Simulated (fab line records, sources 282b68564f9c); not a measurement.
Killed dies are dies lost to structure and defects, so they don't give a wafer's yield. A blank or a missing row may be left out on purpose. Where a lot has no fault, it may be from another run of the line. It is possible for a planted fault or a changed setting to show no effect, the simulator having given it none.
Which tool did it? ; flow rit cmos ; 16 lots with 48 wafers sampled at 2 steps, on a route of 202 steps

## WHAT THE GAUGES READ, wafer by wafer
RIT_PLDD_OVL_MEAS_06.
lot;measured;on;PLDD_OVL (nm)
L160;day 2 21:16;overlay-01;-0.8 -1.0 -0.7
L161;day 3 03:11;overlay-01;0.7 0.7 -1.4
L162;day 3 07:32;overlay-01;1.0 1.1 -0.9
L166;day 4 03:17;overlay-02;-0.7 -0.5 -1.6
L167;day 4 11:55;overlay-02;-151.1 -149.4 -153.0
L168;day 4 14:46;overlay-02;-1.1 -1.4 -0.4
L169;day 4 20:43;overlay-02;-147.9 -146.4 -148.2
L170;day 4 23:32;overlay-02;-151.5 -150.6 -150.8
L171;day 5 06:47;overlay-01;-150.7 -150.5 -150.5
L172;day 5 11:25;overlay-02;0.8 1.2 0.6
L173;day 5 15:42;overlay-01;1.6 2.3 0.1
L174;day 5 22:24;overlay-02;0.4 -1.6 0.4
L175;day 6 00:58;overlay-02;-1.4 -0.4 -1.2
L180;day 7 04:46;overlay-02;-0.1 1.2 0.1
L181;day 7 07:52;overlay-01;1.0 0.1 3.4
L182;day 7 11:53;overlay-02;-0.1 -0.1 1.3

## TOOL THAT RAN EACH LOT (tool first, then ch and the chambers of the sampled wafers, then the start)
lot;RIT_PLDD_EXPOSE_03
L160;iline stepper-01 ch 0, day 2 20:52
L161;iline stepper-01 ch 0, day 3 02:49
L162;iline stepper-02 ch 0, day 3 07:08
L166;iline stepper-01 ch 0, day 4 02:53
L167;iline stepper-02 ch 0, day 4 11:29
L168;iline stepper-01 ch 0, day 4 14:24
L169;iline stepper-02 ch 0, day 4 20:19
L170;iline stepper-02 ch 0, day 4 23:09
L171;iline stepper-02 ch 0, day 5 06:24
L172;iline stepper-01 ch 0, day 5 11:02
L173;iline stepper-01 ch 0, day 5 15:19
L174;iline stepper-01 ch 0, day 5 22:00
L175;iline stepper-01 ch 0, day 6 00:32
L180;iline stepper-01 ch 0, day 7 04:22
L181;iline stepper-01 ch 0, day 7 07:30
L182;iline stepper-01 ch 0, day 7 11:31
- RIT_PLDD_EXPOSE_03: exposes mask M8, target cd 40900 nm.

## AS READ BY THE TOOLS THEMSELVES (means over the sampled wafers that have a number; for cases with no such wafer, the mark the record gives instead)
The record holds no such reading with a usual standard deviation.

## THE ANSWER, worked out from the rows above alone
Rule: what is usual is taken from the lots themselves. Put in order of their means at a reading, lots are off if they are a third of the lots or fewer, leave a main group of 4 or more, and stand apart from it by a gap of 3 or more times the standard deviation of the main group's means; of several such gaps the widest counts. If all means in a main group match to the digits the tables above print for the reading, that group is not used. Also off: a lot with no number at a reading for which 4 or more lots have one. All remaining lots with rows at the step are treated as sound. Order of review: gauges by route order, followed by the tools' own readings, for which a lot's mean as printed above is used. At the first step where some lot is off, the reading lying furthest off is the one used; lots without a number count as furthest.
Off: L167, L169, L170, L171, at RIT_PLDD_OVL_MEAS_06 (PLDD_OVL). Main group: mean 0.1 nm, sd 0.85.
A tool fits if, at a process step before that reading, it ran every lot that is off, and no sound lot after the first of them. Gauges at RIT_PLDD_OVL_MEAS_06: tried the same way as those tools. One candidate fits, namely iline stepper-02 at RIT_PLDD_EXPOSE_03. A fault onset in the window from L162 (day 3 07:08, its last sound lot) to L167 (day 4 11:29, its first lot off) fits.

## WHAT THE SIMULATOR HAD PUT IN
Scanner matching overlay: iline stepper-02, from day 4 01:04 on, at RIT_PLDD_EXPOSE_03. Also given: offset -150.
Lots struck among those shown: L167, L169, L170, L171. The same result came from the rule above.
